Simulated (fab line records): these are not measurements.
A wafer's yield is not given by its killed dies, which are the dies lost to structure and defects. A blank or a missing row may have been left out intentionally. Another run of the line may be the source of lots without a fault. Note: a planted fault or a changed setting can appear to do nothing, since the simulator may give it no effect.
Which of the tools did it? | flow berkeleyCmos170 | 42 wafers from 14 lots sampled at 4 of the route's 331 steps

== WHAT THE GAUGES READ, wafer by wafer ==
UCB170_M3_CD_MEAS_15: target cd 700 nm. Usual: cdNm at 700.0 nm, with a standard deviation of 1.5.
lot  | measured     | on       | cdNm (nm)         | flag
L551 | day 8 05:14  | cdSem-01 | 699.7 699.4 699.2 | 
L552 | day 8 17:34  | cdSem-02 | 699.4 699.6 700.9 | 
L553 | day 8 18:09  | cdSem-02 | 698.8 698.1 698.1 | 
L554 | day 9 07:29  | cdSem-02 | 698.6 698.2 698.9 | 
L555 | day 9 07:58  | cdSem-01 | 698.1 698.4 698.0 | 
L556 | day 9 07:44  | cdSem-01 | 701.5 701.1 702.5 | 
L559 | day 10 03:12 | cdSem-02 | 702.3 701.2 700.9 | 
L560 | day 10 03:56 | cdSem-02 | 700.3 701.7 701.1 | 
L558 | day 10 04:55 | cdSem-02 | 702.1 701.6 702.9 | 
L561 | day 10 23:01 | cdSem-01 | 697.9 699.1 698.1 | 
L566 | day 11 08:55 | cdSem-02 | 701.0 698.8 699.5 | 
L567 | day 11 10:19 | cdSem-02 | 702.2 700.6 702.4 | 
L571 | day 12 03:43 | cdSem-02 | 700.7 698.3 698.9 | 
L572 | day 12 05:13 | cdSem-01 | 702.4 701.7 702.5 | 

== TOOL THAT RAN EACH LOT (tool first, then ch and the chambers of the sampled wafers, then the start) ==
lot  | UCB170_CONTACT_STRIP_06             | UCB170_M1_METAL_ETCH_12          | UCB170_M2_STRIP_07
L551 | plasmaAsher-01 ch 0,1, day 7 10:24  | rieMetal-02 ch 0,1, day 7 13:59  | plasmaAsher-03 ch 0,1, day 7 21:47
L552 | plasmaAsher-02 ch 0,1, day 7 23:21  | rieMetal-02 ch 0,1, day 8 03:03  | plasmaAsher-03 ch 0,1, day 8 10:34
L553 | plasmaAsher-03 ch 0,1, day 7 23:31  | rieMetal-03 ch 0,1, day 8 03:46  | plasmaAsher-04 ch 0,1, day 8 11:01
L554 | plasmaAsher-03 ch 0,1, day 8 10:04  | rieMetal-03 ch 0,1, day 8 14:14  | plasmaAsher-04 ch 0,1, day 8 22:47
L555 | plasmaAsher-01 ch 0,1, day 8 10:31  | rieMetal-01 ch 0,1, day 8 14:29  | plasmaAsher-04 ch 0,1, day 8 23:32
L556 | plasmaAsher-03 ch 0,1, day 8 12:23  | rieMetal-02 ch 0,1, day 8 15:34  | plasmaAsher-02 ch 1, day 8 22:59
L559 | plasmaAsher-03 ch 0,1, day 9 01:44  | rieMetal-01 ch 0,1, day 9 07:11  | plasmaAsher-04 ch 0,1, day 9 18:56
L560 | plasmaAsher-01 ch 0,1, day 9 01:44  | rieMetal-03 ch 0,1, day 9 07:01  | plasmaAsher-02 ch 0,1, day 9 18:58
L558 | plasmaAsher-01 ch 0, day 9 04:17    | rieMetal-02 ch 0,1, day 9 08:26  | plasmaAsher-04 ch 0, day 9 19:39
L561 | plasmaAsher-01 ch 0,1, day 9 19:23  | rieMetal-03 ch 0,1, day 10 00:38 | plasmaAsher-02 ch 0,1, day 10 11:53
L566 | plasmaAsher-01 ch 0,1, day 10 13:07 | rieMetal-02 ch 0,1, day 10 17:40 | plasmaAsher-04 ch 0,1, day 11 00:17
L567 | plasmaAsher-03 ch 0,1, day 10 14:19 | rieMetal-03 ch 0,1, day 10 18:50 | plasmaAsher-02 ch 0,1, day 11 00:29
L571 | plasmaAsher-02 ch 0,1, day 11 06:59 | rieMetal-03 ch 0,1, day 11 13:02 | plasmaAsher-03 ch 0,1, day 11 19:07
L572 | plasmaAsher-01 ch 0,1, day 11 07:26 | rieMetal-02 ch 0,1, day 11 13:22 | plasmaAsher-02 ch 0,1, day 11 20:55
- UCB170_CONTACT_STRIP_06: strips in O2.
- UCB170_M1_METAL_ETCH_12: etches Al in Cl2/BCl3, stops on PSG, target depth 780 nm, time 130 s.
- UCB170_M2_STRIP_07: strips in O2.

== AS READ BY THE TOOLS THEMSELVES (means over the sampled wafers that have a number; for cases with no such wafer, the mark the record gives instead) ==
UCB170_CONTACT_STRIP_06. Usual: drypumpMotorCurrentA 5.56 A, standard deviation 0.14; oesProductAu 0.735 a.u., standard deviation 0.0044; stripTimeToEndpointS 21.96 s, standard deviation 0.058.
lot  | tool           | drypumpMotorCurrentA (A) | oesProductAu (a.u.) | stripTimeToEndpointS (s) | flag
L551 | plasmaAsher-01 | 5.45                     | 0.731               | 21.99                    | 
L552 | plasmaAsher-02 | 5.78                     | 0.733               | 21.98                    | 
L553 | plasmaAsher-03 | 5.54                     | 0.729               | 22.01                    | 
L554 | plasmaAsher-03 | 5.56                     | 0.732               | 22.00                    | 
L555 | plasmaAsher-01 | 5.44                     | 0.738               | 21.97                    | 
L556 | plasmaAsher-03 | 5.55                     | 0.739               | 22.01                    | 
L559 | plasmaAsher-03 | 5.53                     | 0.737               | 21.93                    | 
L560 | plasmaAsher-01 | 5.46                     | 0.733               | 21.89                    | 
L558 | plasmaAsher-01 | 5.43                     | 0.734               | 22.02                    | 
L561 | plasmaAsher-01 | 5.47                     | 0.733               | 21.96                    | 
L566 | plasmaAsher-01 | 5.48                     | 0.732               | 21.88                    | 
L567 | plasmaAsher-03 | 5.54                     | 0.733               | 21.93                    | 
L571 | plasmaAsher-02 | 5.64                     | 0.736               | 22.01                    | 
L572 | plasmaAsher-01 | 5.47                     | 0.739               | 21.92                    | 

UCB170_M1_METAL_ETCH_12. Usual: drypumpMotorCurrentA 5.6 A, standard deviation 0.43; oesProductAu 0.848 a.u., standard deviation 0.017; throttleValvePct 24.43 %, standard deviation 0.22.
lot  | tool        | drypumpMotorCurrentA (A) | oesProductAu (a.u.) | throttleValvePct (%) | flag
L551 | rieMetal-02 | 5.1                      | 0.840               | 24.37                | 
L552 | rieMetal-02 | 5.0                      | 0.844               | 24.44                | 
L553 | rieMetal-03 | 6.0                      | 0.847               | 24.14                | 
L554 | rieMetal-03 | 6.0                      | 0.841               | 24.15                | 
L555 | rieMetal-01 | 6.0                      | 0.859               | 24.67                | 
L556 | rieMetal-02 | 5.1                      | 0.844               | 24.45                | 
L559 | rieMetal-01 | 5.9                      | 0.845               | 24.68                | 
L560 | rieMetal-03 | 6.0                      | 0.845               | 24.15                | 
L558 | rieMetal-02 | 5.0                      | 0.840               | 24.46                | 
L561 | rieMetal-03 | 6.0                      | 0.839               | 24.15                | 
L566 | rieMetal-02 | 5.1                      | 0.850               | 24.35                | 
L567 | rieMetal-03 | 6.0                      | 0.846               | 24.14                | 
L571 | rieMetal-03 | 6.0                      | 0.844               | 24.14                | 
L572 | rieMetal-02 | 5.1                      | 0.831               | 24.44                | 

UCB170_M2_STRIP_07. Usual: drypumpMotorCurrentA 5.8 A, standard deviation 0.34; oesProductAu 0.735 a.u., standard deviation 0.0052; stripTimeToEndpointS 21.98 s, standard deviation 0.069.
lot  | tool           | drypumpMotorCurrentA (A) | oesProductAu (a.u.) | stripTimeToEndpointS (s) | flag
L551 | plasmaAsher-03 | 5.6                      | 0.738               | 22.05                    | 
L552 | plasmaAsher-03 | 5.6                      | 0.734               | 21.99                    | 
L553 | plasmaAsher-04 | 6.1                      | 0.733               | 21.98                    | 
L554 | plasmaAsher-04 | 6.3                      | 0.735               | 21.98                    | 
L555 | plasmaAsher-04 | 6.1                      | 0.740               | 22.02                    | 
L556 | plasmaAsher-02 | 5.6                      | 0.735               | 22.01                    | 
L559 | plasmaAsher-04 | 6.1                      | 0.730               | 21.91                    | 
L560 | plasmaAsher-02 | 5.8                      | 0.737               | 21.97                    | 
L558 | plasmaAsher-04 | 5.9                      | 0.728               | 21.85                    | 
L561 | plasmaAsher-02 | 5.8                      | 0.744               | 21.99                    | 
L566 | plasmaAsher-04 | 6.3                      | 0.745               | 22.03                    | 
L567 | plasmaAsher-02 | 5.8                      | 0.736               | 21.81                    | 
L571 | plasmaAsher-03 | 5.6                      | 0.733               | 22.05                    | 
L572 | plasmaAsher-02 | 5.8                      | 0.731               | 22.06                    | 

== THE ANSWER, worked out from the rows above alone ==
Rule: a lot is off if the mean of its wafers that have a number lies more than 3 standard deviations from the usual mean. A lot without any number at a reading at which 4 lots or more have one is off too. Any other lot the step has rows for is counted as sound. First the gauges in route order, then the tools' own readings, where a lot's mean is used as printed above. The first step at which some lot is off is used, and at that step the reading that is off furthest; a lot without a number counts as furthest.
Nothing can be told from this: no lot is off at any reading shown.

== WHAT WAS PUT IN BY THE SIMULATOR ==
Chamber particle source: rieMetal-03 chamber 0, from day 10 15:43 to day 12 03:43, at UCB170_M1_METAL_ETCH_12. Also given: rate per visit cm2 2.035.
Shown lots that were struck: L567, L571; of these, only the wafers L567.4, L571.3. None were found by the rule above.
